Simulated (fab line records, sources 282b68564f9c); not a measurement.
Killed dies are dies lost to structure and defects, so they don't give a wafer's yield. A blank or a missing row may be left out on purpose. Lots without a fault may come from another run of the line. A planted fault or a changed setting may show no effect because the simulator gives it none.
One fault seen from 2 desks | flow rit_cmos | each desk has only its own numbers; what lay behind them comes last

THE TOOL OWNER'S DESK: furnace-02
The tool's own readings at RIT_GATE_OXIDATION_05 (target thk 3 nm, ox time 270 s): means of the sampled wafers that have a number, for each lot that ran on this tool. A lot is out of limits, marked OUT, if its mean lies more than 4 standard deviations from the usual mean; the brackets give that distance.
Columns: A = spike_tc_centre_C at RIT_GATE_OXIDATION_05, usual 902.2 C
lot  | first seen here | A
L503 | day 3 04:03     | 902.4
L506 | day 3 19:16     | 901.3
L507 | day 3 23:48     | 902.1
L510 | day 4 15:38     | 902.6
This desk's finding: nothing out of limits on any of the 4 lots.

THE METROLOGY DESK
What the gauges read, lot by lot, whatever tool the lot ran on: means of the sampled wafers that have a number. A lot is out of limits, marked OUT, if its mean lies more than 4 standard deviations from the usual mean; the brackets give that distance.
Columns: A = GATE_OXIDE_THK at RIT_GATE_THK_MEAS_07, usual 3.00 nm
lot  | first seen here | A
L499 | day 2 11:34     | 3.10
L500 | day 2 16:02     | 2.92
L503 | day 3 05:38     | 2.92
L504 | day 3 11:42     | 2.96
L506 | day 3 20:37     | 3.00
L507 | day 4 02:26     | 2.72 (-4.5) OUT
L508 | day 4 06:50     | 3.04
L509 | day 4 11:53     | 3.01
L510 | day 4 16:58     | 2.67 (-5.3) OUT
L513 | day 5 07:18     | 2.94
L517 | day 6 03:54     | 2.97
L518 | day 6 09:04     | 3.02
L519 | day 6 14:01     | 3.07
L520 | day 6 18:35     | 3.01
This desk's finding: out of limits on L507, L510; first on L507, day 4 02:26 (GATE_OXIDE_THK at RIT_GATE_THK_MEAS_07). In limits: L499, L500, L503, L504, L506, L508, L509, L513, L517, L518, L519, L520.

PUT TOGETHER
The metrology desk could have raised an alarm at day 4 02:26, on L507, L510.
The tool owner's desk saw nothing out of limits.
The tool owner's desk has L507, L510 on record, within its limits.
Of the lots named, all ran RIT_GATE_OXIDATION_05 on furnace-02.

WHAT THE SIMULATOR HAD PUT IN
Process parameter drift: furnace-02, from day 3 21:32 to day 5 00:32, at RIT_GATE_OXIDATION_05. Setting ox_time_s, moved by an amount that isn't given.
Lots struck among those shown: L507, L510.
Hours from the fault's start to each desk's first reading out of limits: the metrology desk, 5.
